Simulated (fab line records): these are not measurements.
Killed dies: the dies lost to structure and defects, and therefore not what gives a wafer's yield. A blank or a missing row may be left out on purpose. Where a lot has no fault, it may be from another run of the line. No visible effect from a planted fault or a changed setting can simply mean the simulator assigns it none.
Which tool did it?    flow berkeley_cmos170    42 wafers from 14 lots sampled at 4 of the route's 331 steps

WHAT THE GAUGES SHOWED, per wafer
UCB170_PWELL_THK_MEAS_03.
lot   measured     on             PWELL_OXIDE_THK (nm)
L921  day 2 10:56  film_metro-01  27.0 26.2 27.3
L922  day 2 22:46  film_metro-03  27.2 27.3 27.1
L923  day 3 08:02  film_metro-02  26.2 26.4 25.8
L925  day 3 08:02  film_metro-03  25.5 25.9 25.4
L929  day 4 05:11  film_metro-01  27.0 27.1 27.0
L931  day 4 18:10  film_metro-01  26.2 26.2 26.1
L933  day 4 23:48  film_metro-01  26.3 26.2 26.2
L936  day 5 15:33  film_metro-01  26.2 25.9 26.2
L937  day 5 22:04  film_metro-03  26.9 26.9 26.7
L938  day 6 00:55  film_metro-03  27.0 26.3 26.5
L939  day 6 06:34  film_metro-01  25.6 26.2 26.2
L942  day 6 22:43  film_metro-01  26.2 26.2 26.6
L943  day 7 07:10  film_metro-02  26.6 26.6 26.6
L944  day 7 07:10  film_metro-01  27.1 27.1 27.1

UCB170_PWELL_THK_MEAS_06.
lot   measured     on             PWELL_NITRIDE_THK (nm)
L921  day 2 17:46  film_metro-03  220.3 221.5 220.9
L922  day 3 03:16  film_metro-03  216.0 217.1 218.2
L923  day 3 13:24  film_metro-01  218.6 218.7 218.2
L925  day 3 13:24  film_metro-02  218.2 218.5 218.7
L929  day 4 08:25  film_metro-01  219.3 220.2 220.0
L931  day 5 00:59  film_metro-01  221.2 222.0 218.8
L933  day 5 08:07  film_metro-01  221.4 221.1 223.1
L936  day 5 20:25  film_metro-02  216.4 217.9 216.8
L937  day 6 04:05  film_metro-02  216.4 217.6 217.9
L938  day 6 05:18  film_metro-03  217.5 217.3 218.6
L939  day 6 14:53  film_metro-02  216.5 217.8 217.8
L942  day 7 05:05  film_metro-02  216.7 219.9 220.7
L943  day 7 13:29  film_metro-03  221.7 219.1 220.9
L944  day 7 13:29  film_metro-01  217.4 215.3 217.6

UCB170_V1_THK_MEAS_01.
lot   measured      on             V1_TEOS_THK (nm)
L921  day 6 18:52   film_metro-01  1959 1974 1962
L922  day 6 21:33   film_metro-03  1959 1983 1984
L923  day 7 19:34   film_metro-03  1956 1980 1989
L925  day 7 19:29   film_metro-01  1999 1990 2028
L929  day 8 00:44   film_metro-01  1997 1948 2005
L931  day 9 03:10   film_metro-04  2234 2045 1996
L933  day 9 17:46   film_metro-03  1951 2247 2038
L936  day 10 01:04  film_metro-04  2047 2015 2050
L937  day 10 08:55  film_metro-01  1973 1993 2007
L938  day 10 06:20  film_metro-03  1929 1972 1989
L939  day 11 04:35  film_metro-03  1973 1945 1984
L942  day 11 05:56  film_metro-01  1952 1937 1935
L943  day 11 23:49  film_metro-03  1980 1995 2000
L944  day 11 23:50  film_metro-01  1990 1949 2024

WHAT TOOL EACH LOT RAN ON (gives the tool, then ch and the chambers of the sampled wafers, and finally the start)
lot   UCB170_V1_CVD_00
L921  pecvd-01 ch 1,2, day 6 18:41
L922  pecvd-01 ch 0,1,2, day 6 21:22
L923  pecvd-04 ch 1, day 7 19:19
L925  pecvd-03 ch 0,1,2, day 7 19:19
L929  pecvd-04 ch 1,2, day 8 00:31
L931  pecvd-04 ch 0,1,2, day 9 03:01
L933  pecvd-04 ch 0,1,2, day 9 17:37
L936  pecvd-03 ch 1,2, day 10 00:55
L937  pecvd-01 ch 0,1, day 10 08:45
L938  pecvd-01 ch 1,2, day 10 06:10
L939  pecvd-01 ch 0,1,2, day 11 04:26
L942  pecvd-01 ch 0,1,2, day 11 05:46
L943  pecvd-03 ch 0,1,2, day 11 23:40
L944  pecvd-01 ch 0,1,2, day 11 23:40
- UCB170_V1_CVD_00: deposits SiO2 from TEOS/O2, target thk 2000 nm, time 250 s.

WHAT THE TOOLS THEMSELVES READ (means of the sampled wafers that have a number; where no wafer has one, the mark that the record gives instead)
UCB170_V1_CVD_00.
lot   tool      heater_power_w (W)  rf_fwd_power_W (W)
L921  pecvd-01  255                 549.3
L922  pecvd-01  269                 548.8
L923  pecvd-04  228                 545.8
L925  pecvd-03  260                 548.4
L929  pecvd-04  223                 550.9
L931  pecvd-04  249                 620.9
L933  pecvd-04  194                 623.1
L936  pecvd-03  261                 549.5
L937  pecvd-01  306                 548.5
L938  pecvd-01  278                 548.4
L939  pecvd-01  261                 547.5
L942  pecvd-01  259                 548.6
L943  pecvd-03  254                 548.2
L944  pecvd-01  317                 546.8

THE ANSWER, worked out from the rows above alone
Rule: the usual values come from the lots themselves. The widest of any qualifying gaps counts: lots, ordered by their means at a reading, are off when they make up no more than a third of the lots, leave a main group of 4 or more, and stand apart from it by 3 or more times the standard deviation of that group's means. Not used: any main group whose means are identical at the precision the tables above print for the reading. Also off: a lot with no number at a reading for which 4 or more lots have one. All remaining lots with rows at the step are treated as sound. Order of review: gauges by route order, followed by the tools' own readings, for which a lot's mean as printed above is used. At the first step where some lot is off, the reading lying furthest off is the one used; lots without a number count as furthest.
Off, at UCB170_V1_CVD_00 on rf_fwd_power_W: L931, L933. For the main group the mean is 548.4 W and the standard deviation 1.2.
A tool fits if, at that step or a process step before it, it ran every lot that is off, and no sound lot after the first of them. One fits: UCB170_V1_CVD_00 on pecvd-04. A fault onset in the window from L929 (day 8 00:31, its last sound lot) to L931 (day 9 03:01, its first lot off) fits.
On the lots that are off, the tool's own readings at UCB170_V1_CVD_00 differ by more than 5 times the standard deviation of the sound lots' means, which bears it out; rf_fwd_power_W reads 622.0 W there versus 548.4 W on the sound lots.

WHAT THE SIMULATOR HAD INSERTED
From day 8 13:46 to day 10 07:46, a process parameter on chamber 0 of pecvd-04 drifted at UCB170_V1_CVD_00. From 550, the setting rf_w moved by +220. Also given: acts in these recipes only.
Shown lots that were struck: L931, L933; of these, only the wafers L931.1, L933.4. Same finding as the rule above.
